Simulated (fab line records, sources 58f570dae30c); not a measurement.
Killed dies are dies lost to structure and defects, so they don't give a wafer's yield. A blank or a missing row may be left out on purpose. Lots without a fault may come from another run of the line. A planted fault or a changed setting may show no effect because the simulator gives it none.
One fault seen from 2 desks | flow berkeley_cmos170 | each desk has only its own numbers; what lay behind them comes last

THE METROLOGY DESK
What the gauges read, lot by lot, whatever tool the lot ran on: means of the sampled wafers that have a number. A lot is out of limits, marked OUT, if its mean lies more than 4 standard deviations from the usual mean; the brackets give that distance.
Columns: A = PFIELD_OVL at UCB170_PFIELD_OVL_MEAS_06, usual 3 nm; B = FIELD_OXIDE_THK at UCB170_FIELD_THK_MEAS_02, usual 557 nm; C = NVT_OVL at UCB170_NVT_OVL_MEAS_06, usual 4 nm
lot  | first seen here | A  | B   | C
L855 | day 4 22:01     | 11 | 535 | 1
L856 | day 4 22:17     | 5  | 540 | 3
L858 | day 4 22:40     | 1  | 554 | 3
L857 | day 4 22:57     | 3  | 550 | 2
L859 | day 5 05:23     | 10 | 566 | 3
L860 | day 5 12:39     | 6  | 565 | 5
L862 | day 6 00:57     | -8 | 545 | 7
L869 | day 7 05:20     | -3 | 562 | 2
L868 | day 7 05:39     | 5  | 556 | 6
L867 | day 7 05:56     | -4 | 553 | 1
L871 | day 7 13:14     | 0  | 569 | 6
L874 | day 7 18:52     | -3 | 572 | 3
L876 | day 8 10:31     | 4  | 545 | 4
L875 | day 8 10:47     | 6  | 546 | 2
This desk's finding: nothing out of limits on any of the 14 lots.

THE TOOL OWNER'S DESK: implanter-04
The tool's own readings at UCB170_PVT_IMPLANT_07: means of the sampled wafers that have a number, for each lot that ran on this tool. A lot is out of limits, marked OUT, if its mean lies more than 4 standard deviations from the usual mean; the brackets give that distance.
Columns: A = dose_ions_cm2 at UCB170_PVT_IMPLANT_07, usual 2.0006e+12; B = faraday_current_uA at UCB170_PVT_IMPLANT_07, usual 6.34
lot  | first seen here | A                    | B
L858 | day 5 21:17     | 2.0003e+12           | 6.40
L855 | day 5 21:58     | 2.0018e+12           | 6.37
L868 | day 8 12:55     | 1.9405e+12 (-29) OUT | 6.26
L871 | day 8 18:05     | 1.9354e+12 (-31) OUT | 6.15
This desk's finding: out of limits on L868, L871; first on L868, day 8 12:55 (dose_ions_cm2 at UCB170_PVT_IMPLANT_07). In limits: L858, L855.

PUT TOGETHER
The tool owner's desk could have raised an alarm at day 8 12:55, on L868, L871.
The metrology desk saw nothing out of limits.
The metrology desk has L868, L871 on record, within its limits.
Of the lots named, all ran UCB170_PVT_IMPLANT_07 on implanter-04.

WHAT THE SIMULATOR HAD PUT IN
Process parameter drift: implanter-04, from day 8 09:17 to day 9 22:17, at UCB170_PVT_IMPLANT_07. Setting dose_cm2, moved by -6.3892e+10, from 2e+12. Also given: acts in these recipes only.
Lots struck among those shown: L868, L871.
Hours from the fault's start to each desk's first reading out of limits: the tool owner's desk, 4.
